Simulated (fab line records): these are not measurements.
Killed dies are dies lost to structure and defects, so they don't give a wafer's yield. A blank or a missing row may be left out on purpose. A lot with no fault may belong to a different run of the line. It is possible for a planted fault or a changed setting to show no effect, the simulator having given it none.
What tool caused it? :: flow rit_cmos :: 15 lots with 45 wafers sampled at 4 steps, on a route of 202 steps

WHAT THE GAUGES READ, wafer by wafer
RIT_PSD_OVL_MEAS_06.
lot: L238
measured: day 3 04:07
on: overlay-02
PSD_OVL (nm): 0.7 -0.1 0.7

lot: L239
measured: day 3 11:16
on: overlay-01
PSD_OVL (nm): 0.1 1.2 -1.0

lot: L240
measured: day 3 16:17
on: overlay-02
PSD_OVL (nm): -0.8 -0.5 0.2

lot: L241
measured: day 3 18:34
on: overlay-01
PSD_OVL (nm): 1.6 2.5 0.4

lot: L243
measured: day 4 03:01
on: overlay-01
PSD_OVL (nm): -0.3 0.9 -0.8

lot: L244
measured: day 4 06:22
on: overlay-02
PSD_OVL (nm): -0.9 -1.6 -3.1

lot: L246
measured: day 4 17:04
on: overlay-02
PSD_OVL (nm): 0.9 0.9 -0.1

lot: L247
measured: day 5 00:02
on: overlay-01
PSD_OVL (nm): 0.5 -1.8 -1.7

lot: L248
measured: day 5 04:42
on: overlay-02
PSD_OVL (nm): -2.8 -1.1 0.8

lot: L252
measured: day 6 00:00
on: overlay-01
PSD_OVL (nm): 0.0 2.0 2.0

lot: L255
measured: day 6 14:28
on: overlay-01
PSD_OVL (nm): -0.1 -0.2 -1.9

lot: L256
measured: day 6 18:49
on: overlay-01
PSD_OVL (nm): 0.2 0.7 -0.9

lot: L258
measured: day 7 04:46
on: overlay-01
PSD_OVL (nm): 1.6 0.4 1.6

lot: L259
measured: day 7 21:16
on: overlay-01
PSD_OVL (nm): 1.5 -0.9 -1.0

lot: L260
measured: day 8 03:01
on: overlay-02
PSD_OVL (nm): -3.1 -2.0 -3.6

RIT_M1_RS_MEAS_01: a four-point-probe measurement.
lot: L238
measured: day 3 08:49
on: film_metro-04
M1_AL_RS (ohm/sq): 0.0745 0.0745 0.0737

lot: L239
measured: day 3 15:50
on: film_metro-01
M1_AL_RS (ohm/sq): 0.0730 0.0746 0.0741

lot: L240
measured: day 3 20:56
on: film_metro-04
M1_AL_RS (ohm/sq): 0.0742 0.0753 0.0748

lot: L241
measured: day 3 23:13
on: film_metro-03
M1_AL_RS (ohm/sq): 0.0734 0.0749 0.0778

lot: L243
measured: day 4 07:43
on: film_metro-04
M1_AL_RS (ohm/sq): 0.0723 0.0739 0.0741

lot: L244
measured: day 4 11:13
on: film_metro-01
M1_AL_RS (ohm/sq): 0.0757 0.0750 0.0753

lot: L246
measured: day 4 21:59
on: film_metro-01
M1_AL_RS (ohm/sq): 0.0741 0.0747 0.0741

lot: L247
measured: day 5 04:44
on: film_metro-01
M1_AL_RS (ohm/sq): 0.0745 0.0744 0.0739

lot: L248
measured: day 5 09:25
on: film_metro-01
M1_AL_RS (ohm/sq): 0.0728 0.0752 0.0761

lot: L252
measured: day 6 04:49
on: film_metro-01
M1_AL_RS (ohm/sq): 0.0751 0.0745 0.0739

lot: L255
measured: day 6 19:00
on: film_metro-04
M1_AL_RS (ohm/sq): 0.0749 0.0745 0.0746

lot: L256
measured: day 6 23:47
on: film_metro-01
M1_AL_RS (ohm/sq): 0.0763 0.0749 0.0740

lot: L258
measured: day 7 09:28
on: film_metro-01
M1_AL_RS (ohm/sq): 0.0756 0.0759 0.0764

lot: L259
measured: day 8 02:01
on: film_metro-03
M1_AL_RS (ohm/sq): 0.0741 0.0741 0.0744

lot: L260
measured: day 8 07:52
on: film_metro-01
M1_AL_RS (ohm/sq): 0.0755 0.0749 0.0745

WHAT TOOL EACH LOT RAN ON (gives the tool, then ch and the chambers of the sampled wafers, and finally the start)
lot: L238
RIT_NLDD_DEVELOP_05: litho_track-04 ch 0, day 2 20:00
RIT_CONTACT_CVD_00: pecvd-01 ch 1,2, day 3 06:05

lot: L239
RIT_NLDD_DEVELOP_05: litho_track-01 ch 0, day 3 03:00
RIT_CONTACT_CVD_00: pecvd-02 ch 0,1,2, day 3 13:19

lot: L240
RIT_NLDD_DEVELOP_05: litho_track-04 ch 0, day 3 09:00
RIT_CONTACT_CVD_00: pecvd-04 ch 1,2, day 3 18:16

lot: L241
RIT_NLDD_DEVELOP_05: litho_track-01 ch 0, day 3 10:00
RIT_CONTACT_CVD_00: pecvd-01 ch 0,1, day 3 20:42

lot: L243
RIT_NLDD_DEVELOP_05: litho_track-03 ch 0, day 3 19:00
RIT_CONTACT_CVD_00: pecvd-04 ch 1,2, day 4 05:00

lot: L244
RIT_NLDD_DEVELOP_05: litho_track-03 ch 0, day 3 23:00
RIT_CONTACT_CVD_00: pecvd-01 ch 0,1,2, day 4 08:29

lot: L246
RIT_NLDD_DEVELOP_05: litho_track-04, day 4 09:00
RIT_CONTACT_CVD_00: pecvd-04 ch 0,1, day 4 19:03

lot: L247
RIT_NLDD_DEVELOP_05: litho_track-04, day 4 16:00
RIT_CONTACT_CVD_00: pecvd-01 ch 0,1,2, day 5 02:01

lot: L248
RIT_NLDD_DEVELOP_05: litho_track-04, day 4 20:00
RIT_CONTACT_CVD_00: pecvd-02 ch 1,2, day 5 06:46

lot: L252
RIT_NLDD_DEVELOP_05: litho_track-01 ch 0, day 5 15:00
RIT_CONTACT_CVD_00: pecvd-04 ch 0,2, day 6 02:01

lot: L255
RIT_NLDD_DEVELOP_05: litho_track-03 ch 0, day 6 07:00
RIT_CONTACT_CVD_00: pecvd-04 ch 0,1,2, day 6 16:28

lot: L256
RIT_NLDD_DEVELOP_05: litho_track-04 ch 0, day 6 11:00
RIT_CONTACT_CVD_00: pecvd-01 ch 0,1, day 6 20:50

lot: L258
RIT_NLDD_DEVELOP_05: litho_track-03 ch 0, day 6 21:00
RIT_CONTACT_CVD_00: pecvd-04 ch 0,1,2, day 7 06:46

lot: L259
RIT_NLDD_DEVELOP_05: litho_track-04 ch 0, day 7 02:00
RIT_CONTACT_CVD_00: pecvd-01 ch 1,2, day 7 23:22

lot: L260
RIT_NLDD_DEVELOP_05: litho_track-01 ch 0, day 7 19:00
RIT_CONTACT_CVD_00: pecvd-02 ch 1,2, day 8 05:03
- RIT_NLDD_DEVELOP_05: develop time 50 s.
- RIT_CONTACT_CVD_00: deposits SiO2 from TEOS, target thk 400 nm, time 60.06 s.

WHAT THE TOOLS THEMSELVES READ (means of the sampled wafers that have a number; where no wafer has one, the mark that the record gives instead)
RIT_NLDD_DEVELOP_05.
lot: L238
tool: litho_track-04
chill_plate_temp_C (C): 22.86

lot: L239
tool: litho_track-01
chill_plate_temp_C (C): 23.08

lot: L240
tool: litho_track-04
chill_plate_temp_C (C): 22.93

lot: L241
tool: litho_track-01
chill_plate_temp_C (C): 22.97

lot: L243
tool: litho_track-03
chill_plate_temp_C (C): 23.10

lot: L244
tool: litho_track-03
chill_plate_temp_C (C): 23.04

lot: L246
tool: litho_track-04
chill_plate_temp_C (C): -

lot: L247
tool: litho_track-04
chill_plate_temp_C (C): -

lot: L248
tool: litho_track-04
chill_plate_temp_C (C): -

lot: L252
tool: litho_track-01
chill_plate_temp_C (C): 22.87

lot: L255
tool: litho_track-03
chill_plate_temp_C (C): 22.97

lot: L256
tool: litho_track-04
chill_plate_temp_C (C): 23.03

lot: L258
tool: litho_track-03
chill_plate_temp_C (C): 23.05

lot: L259
tool: litho_track-04
chill_plate_temp_C (C): 22.90

lot: L260
tool: litho_track-01
chill_plate_temp_C (C): 23.18

RIT_CONTACT_CVD_00.
lot: L238
tool: pecvd-01
heater_power_w (W): 360

lot: L239
tool: pecvd-02
heater_power_w (W): 318

lot: L240
tool: pecvd-04
heater_power_w (W): 304

lot: L241
tool: pecvd-01
heater_power_w (W): 323

lot: L243
tool: pecvd-04
heater_power_w (W): 332

lot: L244
tool: pecvd-01
heater_power_w (W): 363

lot: L246
tool: pecvd-04
heater_power_w (W): 289

lot: L247
tool: pecvd-01
heater_power_w (W): 341

lot: L248
tool: pecvd-02
heater_power_w (W): 306

lot: L252
tool: pecvd-04
heater_power_w (W): 294

lot: L255
tool: pecvd-04
heater_power_w (W): 318

lot: L256
tool: pecvd-01
heater_power_w (W): 382

lot: L258
tool: pecvd-04
heater_power_w (W): 304

lot: L259
tool: pecvd-01
heater_power_w (W): 400

lot: L260
tool: pecvd-02
heater_power_w (W): 331

THE ANSWER, worked out from the rows above alone
Rule: what is usual is taken from the lots themselves. The widest of any qualifying gaps counts: lots, ordered by their means at a reading, are off when they make up no more than a third of the lots, leave a main group of 4 or more, and stand apart from it by 3 or more times the standard deviation of that group's means. Not used: any main group whose means are identical at the precision the tables above print for the reading. Also off: a lot with no number at a reading for which 4 or more lots have one. Any other lot the step has rows for is counted as sound. After the gauges, taken in route order, come the tools' own readings; for these a lot's mean is taken, as printed above. At the first step where some lot is off, the reading lying furthest off is the one used; lots without a number count as furthest.
Off, at RIT_NLDD_DEVELOP_05 on chill_plate_temp_C: L246, L247, L248. Without a number there: L246, L247, L248. The main group: mean 23.00 C, standard deviation 0.094.
If a tool, at that step or one of the process steps before it, ran each lot that is off and ran no sound lot following the first of them, it fits. None of those tried fits.

WHAT HAD BEEN PUT IN BY THE SIMULATOR
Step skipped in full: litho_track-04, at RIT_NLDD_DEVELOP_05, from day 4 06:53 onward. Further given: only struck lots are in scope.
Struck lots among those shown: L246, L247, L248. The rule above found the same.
